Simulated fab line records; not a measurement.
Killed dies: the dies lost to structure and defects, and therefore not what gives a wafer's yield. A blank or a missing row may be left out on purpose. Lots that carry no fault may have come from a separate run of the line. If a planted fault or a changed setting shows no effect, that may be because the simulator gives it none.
Which tool was responsible? || flow berkeley_cmos170 || 14 lots, 42 wafers sampled, at 4 steps of a route of 331

== WHAT THE GAUGES READ, wafer by wafer ==
UCB170_M1_OVL_MEAS_10.
{"lot": "L541", "measured": "day 8 10:25", "on": "overlay-01", "M1_OVL (nm)": "5 8 3"}
{"lot": "L544", "measured": "day 8 18:50", "on": "overlay-02", "M1_OVL (nm)": "-1 -7 -7"}
{"lot": "L542", "measured": "day 8 20:06", "on": "overlay-01", "M1_OVL (nm)": "13 14 7"}
{"lot": "L543", "measured": "day 8 20:07", "on": "overlay-02", "M1_OVL (nm)": "4 3 -1"}
{"lot": "L545", "measured": "day 9 13:14", "on": "overlay-01", "M1_OVL (nm)": "7 5 3"}
{"lot": "L547", "measured": "day 9 16:29", "on": "overlay-01", "M1_OVL (nm)": "6 9 7"}
{"lot": "L546", "measured": "day 9 17:56", "on": "overlay-01", "M1_OVL (nm)": "10 8 17"}
{"lot": "L548", "measured": "day 9 19:19", "on": "overlay-02", "M1_OVL (nm)": "-4 -6 -7"}
{"lot": "L551", "measured": "day 10 06:28", "on": "overlay-01", "M1_OVL (nm)": "-4 2 -3"}
{"lot": "L549", "measured": "day 10 09:49", "on": "overlay-01", "M1_OVL (nm)": "7 3 -1"}
{"lot": "L553", "measured": "day 10 23:34", "on": "overlay-02", "M1_OVL (nm)": "2 1 4"}
{"lot": "L557", "measured": "day 11 13:28", "on": "overlay-01", "M1_OVL (nm)": "4 8 9"}
{"lot": "L559", "measured": "day 11 21:25", "on": "overlay-01", "M1_OVL (nm)": "-1 1 -8"}
{"lot": "L561", "measured": "day 12 09:32", "on": "overlay-01", "M1_OVL (nm)": "8 4 13"}

UCB170_M2_THK_MEAS_03: measures by xrf.
{"lot": "L541", "measured": "day 8 15:10", "on": "film_metro-04", "M2_AL_THK (nm)": "880 882 876"}
{"lot": "L544", "measured": "day 8 23:27", "on": "film_metro-01", "M2_AL_THK (nm)": "889 887 904"}
{"lot": "L542", "measured": "day 9 03:31", "on": "film_metro-01", "M2_AL_THK (nm)": "898 896 906"}
{"lot": "L543", "measured": "day 9 03:59", "on": "film_metro-04", "M2_AL_THK (nm)": "886 889 876"}
{"lot": "L545", "measured": "day 9 17:34", "on": "film_metro-01", "M2_AL_THK (nm)": "921 908 905"}
{"lot": "L547", "measured": "day 9 21:13", "on": "film_metro-01", "M2_AL_THK (nm)": "894 892 898"}
{"lot": "L546", "measured": "day 10 01:37", "on": "film_metro-03", "M2_AL_THK (nm)": "887 900 888"}
{"lot": "L548", "measured": "day 10 01:28", "on": "film_metro-04", "M2_AL_THK (nm)": "876 877 874"}
{"lot": "L551", "measured": "day 10 10:51", "on": "film_metro-01", "M2_AL_THK (nm)": "889 899 896"}
{"lot": "L549", "measured": "day 10 15:22", "on": "film_metro-01", "M2_AL_THK (nm)": "881 893 889"}
{"lot": "L553", "measured": "day 11 06:08", "on": "film_metro-03", "M2_AL_THK (nm)": "896 906 896"}
{"lot": "L557", "measured": "day 11 18:04", "on": "film_metro-03", "M2_AL_THK (nm)": "890 881 888"}
{"lot": "L559", "measured": "day 12 01:52", "on": "film_metro-01", "M2_AL_THK (nm)": "877 890 892"}
{"lot": "L561", "measured": "day 12 14:36", "on": "film_metro-04", "M2_AL_THK (nm)": "902 895 894"}

UCB170_M3_CD_MEAS_15: the cd target is 700 nm.
{"lot": "L541", "measured": "day 9 00:32", "on": "cd_sem-02", "cd_nm (nm)": "701.5 701.0 700.7"}
{"lot": "L544", "measured": "day 9 08:25", "on": "cd_sem-01", "cd_nm (nm)": "701.8 702.6 701.8"}
{"lot": "L542", "measured": "day 9 12:47", "on": "cd_sem-02", "cd_nm (nm)": "701.3 699.5 699.8"}
{"lot": "L543", "measured": "day 9 13:02", "on": "cd_sem-02", "cd_nm (nm)": "701.1 700.3 700.2"}
{"lot": "L545", "measured": "day 10 04:02", "on": "cd_sem-01", "cd_nm (nm)": "700.8 700.5 701.9"}
{"lot": "L547", "measured": "day 10 09:10", "on": "cd_sem-02", "cd_nm (nm)": "698.5 698.9 698.7"}
{"lot": "L546", "measured": "day 10 09:53", "on": "cd_sem-02", "cd_nm (nm)": "699.4 701.1 697.9"}
{"lot": "L548", "measured": "day 10 09:34", "on": "cd_sem-02", "cd_nm (nm)": "699.5 701.0 699.8"}
{"lot": "L551", "measured": "day 10 17:44", "on": "cd_sem-02", "cd_nm (nm)": "701.6 700.5 700.7"}
{"lot": "L549", "measured": "day 10 23:44", "on": "cd_sem-01", "cd_nm (nm)": "698.4 698.7 698.1"}
{"lot": "L553", "measured": "day 11 14:11", "on": "cd_sem-01", "cd_nm (nm)": "702.0 701.8 701.9"}
{"lot": "L561", "measured": "day 12 22:49", "on": "cd_sem-02", "cd_nm (nm)": "698.4 700.0 698.5"}

== WHICH TOOL RAN EACH LOT (tool, then ch and the chambers of the sampled wafers, then the start) ==
{"lot": "L541", "UCB170_M2_STRIP_19": "plasma_asher-02 ch 0,1, day 8 17:34"}
{"lot": "L544", "UCB170_M2_STRIP_19": "plasma_asher-01 ch 0,1, day 9 01:36"}
{"lot": "L542", "UCB170_M2_STRIP_19": "plasma_asher-02 ch 0,1, day 9 06:24"}
{"lot": "L543", "UCB170_M2_STRIP_19": "plasma_asher-01 ch 0,1, day 9 06:41"}
{"lot": "L545", "UCB170_M2_STRIP_19": "plasma_asher-02 ch 0,1, day 9 20:25"}
{"lot": "L547", "UCB170_M2_STRIP_19": "plasma_asher-02 ch 0,1, day 10 01:22"}
{"lot": "L546", "UCB170_M2_STRIP_19": "plasma_asher-03 ch 0,1, day 10 04:10"}
{"lot": "L548", "UCB170_M2_STRIP_19": "plasma_asher-03 ch 0,1, day 10 03:51"}
{"lot": "L551", "UCB170_M2_STRIP_19": "plasma_asher-02 ch 0,1, day 10 12:52"}
{"lot": "L549", "UCB170_M2_STRIP_19": "plasma_asher-02 ch 0,1, day 10 17:52"}
{"lot": "L553", "UCB170_M2_STRIP_19": "plasma_asher-03 ch 1, day 11 08:19"}
{"lot": "L557", "UCB170_M2_STRIP_19": "plasma_asher-02 ch 0,1, day 11 21:16"}
{"lot": "L559", "UCB170_M2_STRIP_19": "plasma_asher-02 ch 0,1, day 12 04:05"}
{"lot": "L561", "UCB170_M2_STRIP_19": "plasma_asher-03 ch 0,1, day 12 16:52"}
- UCB170_M2_STRIP_19: strips in O2.

== AS READ BY THE TOOLS THEMSELVES (means over the sampled wafers that have a number; for cases with no such wafer, the mark the record gives instead) ==
UCB170_M2_STRIP_19.
{"lot": "L541", "tool": "plasma_asher-02", "chamber_pressure_mTorr (mTorr)": 3501, "drypump_motor_current_A (A)": 5.76, "oes_product_au (a.u.)": 0.529}
{"lot": "L544", "tool": "plasma_asher-01", "chamber_pressure_mTorr (mTorr)": 3498, "drypump_motor_current_A (A)": 5.73, "oes_product_au (a.u.)": 0.529}
{"lot": "L542", "tool": "plasma_asher-02", "chamber_pressure_mTorr (mTorr)": 3501, "drypump_motor_current_A (A)": 5.76, "oes_product_au (a.u.)": 0.521}
{"lot": "L543", "tool": "plasma_asher-01", "chamber_pressure_mTorr (mTorr)": 3500, "drypump_motor_current_A (A)": 5.93, "oes_product_au (a.u.)": 0.523}
{"lot": "L545", "tool": "plasma_asher-02", "chamber_pressure_mTorr (mTorr)": 3500, "drypump_motor_current_A (A)": 5.76, "oes_product_au (a.u.)": 0.544}
{"lot": "L547", "tool": "plasma_asher-02", "chamber_pressure_mTorr (mTorr)": 3501, "drypump_motor_current_A (A)": 5.87, "oes_product_au (a.u.)": 0.531}
{"lot": "L546", "tool": "plasma_asher-03", "chamber_pressure_mTorr (mTorr)": 3495, "drypump_motor_current_A (A)": 5.67, "oes_product_au (a.u.)": 0.522}
{"lot": "L548", "tool": "plasma_asher-03", "chamber_pressure_mTorr (mTorr)": 3498, "drypump_motor_current_A (A)": 5.49, "oes_product_au (a.u.)": 0.524}
{"lot": "L551", "tool": "plasma_asher-02", "chamber_pressure_mTorr (mTorr)": 3501, "drypump_motor_current_A (A)": 5.89, "oes_product_au (a.u.)": 0.522}
{"lot": "L549", "tool": "plasma_asher-02", "chamber_pressure_mTorr (mTorr)": 3498, "drypump_motor_current_A (A)": 5.76, "oes_product_au (a.u.)": 0.529}
{"lot": "L553", "tool": "plasma_asher-03", "chamber_pressure_mTorr (mTorr)": 3499, "drypump_motor_current_A (A)": 5.86, "oes_product_au (a.u.)": 0.514}
{"lot": "L557", "tool": "plasma_asher-02", "chamber_pressure_mTorr (mTorr)": 3500, "drypump_motor_current_A (A)": 5.90, "oes_product_au (a.u.)": 0.020}
{"lot": "L559", "tool": "plasma_asher-02", "chamber_pressure_mTorr (mTorr)": 3500, "drypump_motor_current_A (A)": 5.76, "oes_product_au (a.u.)": 0.020}
{"lot": "L561", "tool": "plasma_asher-03", "chamber_pressure_mTorr (mTorr)": 3499, "drypump_motor_current_A (A)": 5.49, "oes_product_au (a.u.)": 0.515}

== THE ANSWER, worked out from the rows above alone ==
Rule: the lots themselves supply what counts as usual. The widest of any qualifying gaps counts: lots, ordered by their means at a reading, are off when they make up no more than a third of the lots, leave a main group of 4 or more, and stand apart from it by 3 or more times the standard deviation of that group's means. A main group is skipped when, at the precision printed for the reading in the tables above, its means are all equal. A lot without any number at a reading at which 4 lots or more have one is off too. The other lots that the step has rows for count as sound. The gauges are gone through in route order, then the tools' own readings, and for those a lot's mean is taken as printed above. At the first step where some lot is off, the reading lying furthest off is the one used; lots without a number count as furthest.
Off: L557, L559 (UCB170_M2_STRIP_19, oes_product_au). Mean 0.525 a.u. and standard deviation 0.0077 in the main group.
If a tool, at that step or one of the process steps before it, ran each lot that is off and ran no sound lot following the first of them, it fits. One fits: UCB170_M2_STRIP_19 on plasma_asher-02. Its last sound lot is L549 (day 10 17:52), its first lot that is off L557 (day 11 21:16): a fault that began between those two fits.
The tool's own readings at UCB170_M2_STRIP_19 bear it out: on the lots that are off they differ by more than 5 times the standard deviation of the sound lots' means. oes_product_au reads 0.020 a.u. there against 0.525 a.u. on the sound lots.

== WHAT THE SIMULATOR PUT IN ==
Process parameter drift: plasma_asher-02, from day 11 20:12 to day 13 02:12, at UCB170_M2_STRIP_19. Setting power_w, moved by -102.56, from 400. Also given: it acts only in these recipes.
Shown lots that were struck: L557, L559. This agrees with what the rule above found.
